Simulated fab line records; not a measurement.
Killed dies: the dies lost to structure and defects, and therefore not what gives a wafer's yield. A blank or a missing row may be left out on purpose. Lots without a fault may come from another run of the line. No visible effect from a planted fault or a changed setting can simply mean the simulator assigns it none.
fab line records -- flow rit-cmos -- part 2 of 2: steps 26 to 34 of 34
record lots=5, wafers=15, last-day=7
route steps=202 shown PRETRO@64 GATE@75 FOX2@80
lots untouched by any fault: they come from a run of this same line in which no faults occurred
start-h: the number of hours between the record's first day and the start of the first shown wafer of the lot -- wait-h: hours from the lot's prior step to this one -- " same as the row above -- L1.1+2: a row that stands for several wafers -- - no value, or no start given -- * or withheld: withheld -- < > ~ a bound
route shown NAME@n: names a module that has steps shown in the file, with the first one's number in the route -- usual: mean/standard deviation taken from wafers without a fault -- same: alike in all rows -- chamber/n: place in a boat -- sites: each site's reading -- _std_site: standard deviation of those values -- _edge_site: mean of outer sites minus mean of inner sites -- radius-mm: how far each site lies from the wafer's centre -- mask NAME#n: copy n -- behind: the tool/chamber that last shaped the wafer -- hold: reason for holding the lot/hours on hold/outcome of the hold -- device: the n, p or np transistor that did not switch -- end of line: at the end of the route, the tests of the same wafers -- for a step that has no rows: nothing shown but its recipe -- killed: the dies lost at the first sort to structure and to defects; this is not the yield of the wafer -- map: dies across one wafer; x = killed, . = not, _ = none there
set.NAME: setting as actually run; set.NAME@STEP: the setting as run at that earlier step -- model.NAME: the simulator's own value behind a step, which no gauge read
lots at selected steps of the route; one table per step, one row per wafer
services: the hour from which a tool's chamber was out of use, counted from the record's first day as start-h (under 0 if before that day), plus the number of hours and why
## steps
# step RIT_GATE_EXPOSE_13
# recipe mask-id=M6, na=0.6, source-shape=conventional, sigma-outer=0.6, target-cd-nm=150, dose-mj=388.1
# usual focus-offset-nm=0.1/0.56, reticle-temp-C=22.99/0.1
lot.wafer,tool,chamber,start-h,wait-h,mask,focus-offset-nm,reticle-temp-C
L080.1,iline-stepper-01,0,65.46,0.1,M6#0,-0.5,22.84
L080.2,iline-stepper-01,0,65.46,0.1,M6#0,1.0,22.86
L080.5,iline-stepper-01,0,65.46,0.1,M6#0,0.1,23.01
L081.2,iline-stepper-01,0,70.93,0.1,M6#0,0.2,22.89
L081.3,iline-stepper-01,0,70.93,0.1,M6#0,-0.7,23.01
L081.4,iline-stepper-01,0,70.93,0.1,M6#0,-0.8,23.02
L083.1,iline-stepper-01,0,82.70,0.2,M6#0,-0.9,22.92
L083.2,iline-stepper-01,0,82.70,0.2,M6#0,-0.3,22.98
L083.3,iline-stepper-01,0,82.70,0.2,M6#0,0.0,22.96
L085.1,iline-stepper-02,0,91.29,0.2,M6#0,-0.2,22.82
L085.2,iline-stepper-02,0,91.29,0.2,M6#0,-0.4,22.81
L085.4,iline-stepper-02,0,91.29,0.2,M6#0,-0.3,22.94
L096.1,iline-stepper-01,0,145.99,0.2,M6#0,0.0,22.95
L096.2,iline-stepper-01,0,145.99,0.2,M6#0,0.1,22.88
L096.3,iline-stepper-01,0,145.99,0.2,M6#0,0.0,23.00
# step RIT_GATE_PEB_14
# recipe resist=NOVOLAK, temp-c=withheld, time-s=withheld
# usual chill-plate-temp-C=*
lot.wafer,tool,chamber,start-h,wait-h,chill-plate-temp-C
L080.1,litho-track-01,0,65.58,0.1,*
L080.2,litho-track-01,0,65.58,0.1,*
L080.5,litho-track-01,0,65.58,0.1,*
L081.2,litho-track-03,0,71.05,0.1,*
L081.3,litho-track-03,0,71.05,0.1,*
L081.4,litho-track-03,0,71.05,0.1,*
L083.1,litho-track-03,0,82.81,0.1,*
L083.2,litho-track-03,0,82.81,0.1,*
L083.3,litho-track-03,0,82.81,0.1,*
L085.1,litho-track-02,0,91.41,0.1,*
L085.2,litho-track-02,0,91.41,0.1,*
L085.4,litho-track-02,0,91.41,0.1,*
L096.1,litho-track-02,0,146.11,0.1,*
L096.2,litho-track-02,0,146.11,0.1,*
L096.3,litho-track-02,0,146.11,0.1,*
# step RIT_GATE_DEVELOP_15
# recipe resist=NOVOLAK, develop-time-s=50, dev-temp-c=23
# usual chill-plate-temp-C=23.02/0.11
lot.wafer,tool,chamber,start-h,wait-h,chill-plate-temp-C
L080.1,litho-track-01,0,-,-,22.89
L080.2,litho-track-01,0,-,-,22.88
L080.5,litho-track-01,0,-,-,22.91
L081.2,litho-track-03,0,-,-,23.05
L081.3,litho-track-03,0,-,-,22.97
L081.4,litho-track-03,0,-,-,23.03
L083.1,litho-track-03,0,-,-,23.10
L083.2,litho-track-03,0,-,-,23.03
L083.3,litho-track-03,0,-,-,22.92
L085.1,litho-track-02,0,-,-,22.91
L085.2,litho-track-02,0,-,-,22.90
L085.4,litho-track-02,0,-,-,22.97
L096.1,litho-track-02,0,-,-,23.05
L096.2,litho-track-02,0,-,-,22.98
L096.3,litho-track-02,0,-,-,23.09
# step RIT_GATE_CD_MEAS_16
# recipe target-cd-nm=150
# usual cd-nm=149.3/2.7
lot.wafer,tool,chamber,start-h,wait-h,cd-nm
L080.1,cd-sem-01,-,65.86,-,150.3
L080.2,cd-sem-01,-,65.86,-,149.8
L080.5,cd-sem-01,-,65.86,-,148.4
L081.2,cd-sem-01,-,71.33,-,150.3
L081.3,cd-sem-01,-,71.33,-,148.6
L081.4,cd-sem-01,-,71.33,-,149.9
L083.1,cd-sem-01,-,83.10,-,149.1
L083.2,cd-sem-01,-,83.10,-,145.8
L083.3,cd-sem-01,-,83.10,-,147.8
L085.1,cd-sem-01,-,91.69,-,147.8
L085.2,cd-sem-01,-,91.69,-,146.7
L085.4,cd-sem-01,-,91.69,-,148.0
L096.1,cd-sem-01,-,146.39,-,147.8
L096.2,cd-sem-01,-,146.39,-,146.6
L096.3,cd-sem-01,-,146.39,-,146.1
# step RIT_GATE_OVL_MEAS_17
# usual GATE_OVL=0.9/1.4
lot.wafer,tool,chamber,start-h,wait-h,GATE_OVL[nm]
L080.1,overlay-02,-,65.98,0.1,3.7
L080.2,overlay-02,-,65.98,0.1,2.1
L080.5,overlay-02,-,65.98,0.1,2.2
L081.2,overlay-02,-,71.43,0.1,-0.2
L081.3,overlay-02,-,71.43,0.1,1.4
L081.4,overlay-02,-,71.43,0.1,0.4
L083.1,overlay-02,-,83.22,0.1,-2.3
L083.2,overlay-02,-,83.22,0.1,-2.4
L083.3,overlay-02,-,83.22,0.1,-1.9
L085.1,overlay-02,-,91.81,0.1,0.6
L085.2,overlay-02,-,91.81,0.1,2.6
L085.4,overlay-02,-,91.81,0.1,1.3
L096.1,overlay-02,-,146.51,0.1,1.1
L096.2,overlay-02,-,146.51,0.1,-0.3
L096.3,overlay-02,-,146.51,0.1,-0.2
# step RIT_GATE_HARDBAKE_18
# recipe resist=NOVOLAK, temp-c=140, time-s=60
# usual chill-plate-temp-C=23.03/0.088, heater-power-total-W=62.55/0.049
lot.wafer,tool,chamber,start-h,wait-h,chill-plate-temp-C,heater-power-total-W
L080.1,litho-track-01,0,66.02,0.0,23.10,62.49
L080.2,litho-track-01,0,66.02,0.0,23.16,62.50
L080.5,litho-track-01,0,66.02,0.0,23.03,62.60
L081.2,litho-track-01,0,71.49,0.0,23.07,62.43
L081.3,litho-track-01,0,71.49,0.0,22.92,62.60
L081.4,litho-track-01,0,71.49,0.0,23.02,62.51
L083.1,litho-track-03,0,83.25,0.0,23.11,62.58
L083.2,litho-track-03,0,83.25,0.0,23.17,62.59
L083.3,litho-track-03,0,83.25,0.0,23.06,62.55
L085.1,litho-track-03,0,91.85,0.0,23.13,62.57
L085.2,litho-track-03,0,91.85,0.0,22.93,62.48
L085.4,litho-track-03,0,91.85,0.0,23.09,62.57
L096.1,litho-track-02,0,146.55,0.0,23.10,62.61
L096.2,litho-track-02,0,146.55,0.0,23.07,62.51
L096.3,litho-track-02,0,146.55,0.0,23.13,62.55
# step RIT_GATE_ETCH_19
# recipe chemistry=SF6/CHF3/O2, time-s=165, SF6_flow_sccm=30, CHF3_flow_sccm=30, O2_flow_sccm=5, target=poly-Si, pressure-mtorr=40, rf-w=160, target-depth-a=3125, over-etch-frac=0.25, stop-on=SiO2
# usual drypump-motor-current-A=5.6/0.44, oes-product-au=0.852/0.014, throttle-valve-pct=10.12/0.16
lot.wafer,tool,chamber,start-h,wait-h,drypump-motor-current-A,oes-product-au,rf-hours-counter-h,throttle-valve-pct
L080.1,rie-si-02,0,66.17,0.1,5.0,0.860,73,10.15
L080.2,rie-si-02,1,66.17,0.1,5.0,0.838,1,10.20
L080.5,rie-si-02,0,66.17,0.1,5.0,0.872,-,10.15
L081.2,rie-si-01,3,71.61,0.1,5.3,0.836,18,10.09
L081.3,rie-si-01,0,71.61,0.1,5.9,0.862,115,10.42
L081.4,rie-si-01,1,71.61,0.1,5.8,0.827,28,9.98
L083.1,rie-si-01,0,83.40,0.1,5.9,0.864,115,10.45
L083.2,rie-si-01,2,83.40,0.1,5.3,0.828,89,9.93
L083.3,rie-si-01,3,83.40,0.1,5.3,0.845,18,10.08
L085.1,rie-si-01,3,92.00,0.1,5.3,0.846,18,10.08
L085.2,rie-si-01,1,92.00,0.1,5.8,0.838,28,9.97
L085.4,rie-si-01,0,92.00,0.1,5.9,0.860,116,10.44
L096.1,rie-si-02,3,146.70,0.1,5.8,0.855,20,9.94
L096.2,rie-si-02,2,146.70,0.1,6.3,0.876,124,10.12
L096.3,rie-si-02,0,146.70,0.1,5.0,0.874,74,10.14
# step RIT_GATE_STRIP_20
# recipe chemistry=O2, time-s=180, resist=NOVOLAK, platen-temp-c=withheld, power-w=500, pressure-mtorr=4000, o2-flow-sccm=4000
# usual drypump-motor-current-A=5.3/0.44, rf-refl-power-W=6.5/1.4
lot.wafer,tool,chamber,start-h,wait-h,drypump-motor-current-A,rf-hours-counter-h,rf-refl-power-W
L080.1,plasma-asher-01,1,66.28,0.1,5.2,44,5.6
L080.2,plasma-asher-01,0,66.28,0.1,6.3,44,5.6
L080.5,plasma-asher-01,1,66.28,0.1,5.2,-,5.3
L081.2,plasma-asher-02,1,71.72,0.1,4.8,27,7.8
L081.3,plasma-asher-02,1,71.72,0.1,4.8,-,7.9
L081.4,plasma-asher-02,0,71.72,0.1,5.4,-,4.7
L083.1,plasma-asher-01,0,83.51,0.1,6.3,45,5.6
L083.2,plasma-asher-01,1,83.51,0.1,5.2,45,5.6
L083.3,plasma-asher-01,1,83.51,0.1,5.2,-,5.7
L085.1,plasma-asher-01,1,92.11,0.1,5.2,46,5.7
L085.2,plasma-asher-01,0,92.11,0.1,6.3,46,5.4
L085.4,plasma-asher-01,0,92.11,0.1,6.3,-,5.5
L096.1,plasma-asher-01,1,146.81,0.1,5.2,52,5.8
L096.2,plasma-asher-01,0,146.81,0.1,6.3,52,5.4
L096.3,plasma-asher-01,1,146.81,0.1,5.2,-,5.7
# step RIT_GATE_CD_MEAS_90
# recipe target-cd-nm=150
# usual cd-nm=149.2/2.7
lot.wafer,tool,chamber,start-h,wait-h,cd-nm
L080.1,cd-sem-02,-,66.45,0.1,150.5
L080.2,cd-sem-02,-,66.45,0.1,149.2
L080.5,cd-sem-02,-,66.45,0.1,148.7
L081.2,cd-sem-02,-,71.92,0.1,150.4
L081.3,cd-sem-02,-,71.92,0.1,148.7
L081.4,cd-sem-02,-,71.92,0.1,149.3
L083.1,cd-sem-02,-,83.69,0.1,149.0
L083.2,cd-sem-02,-,83.69,0.1,145.6
L083.3,cd-sem-02,-,83.69,0.1,148.0
L085.1,cd-sem-02,-,92.28,0.1,147.6
L085.2,cd-sem-02,-,92.28,0.1,146.4
L085.4,cd-sem-02,-,92.28,0.1,148.2
L096.1,cd-sem-02,-,146.98,0.1,147.5
L096.2,cd-sem-02,-,146.98,0.1,146.6
L096.3,cd-sem-02,-,146.98,0.1,146.1
## services
tool,chamber,start-h,hours,kind
implanter-02,-,38.41,29.8,pm
furnace-03,-,41.62,4.6,pm
iline-stepper-01,-,75.45,5.2,repair
iline-stepper-02,0,76.45,-,calibration
implanter-02,-,77.14,0.8,repair
wet-bench-04,-,77.56,1.1,repair
lpcvd-02,-,77.63,6.1,pm
wet-bench-02,-,101.87,4.4,pm
plasma-asher-01,-,102.22,7.6,repair
plasma-asher-03,-,108.75,9.0,pm
plasma-asher-03,0,108.75,9.0,vent-cycle
plasma-asher-03,1,108.75,9.0,vent-cycle
rie-si-02,-,110.61,0.2,repair
implanter-02,-,117.25,2.0,repair
plasma-asher-03,0,117.75,-,clean
plasma-asher-03,1,117.75,-,clean
rie-si-02,1,118.40,5.4,repair
rie-si-01,3,130.10,6.5,repair
lpcvd-02,-,133.53,2.8,pm
wet-bench-04,-,136.17,2.6,repair
wet-bench-01,-,136.40,3.8,repair
iline-stepper-01,0,140.42,-,calibration
rie-si-01,3,140.70,2.2,repair
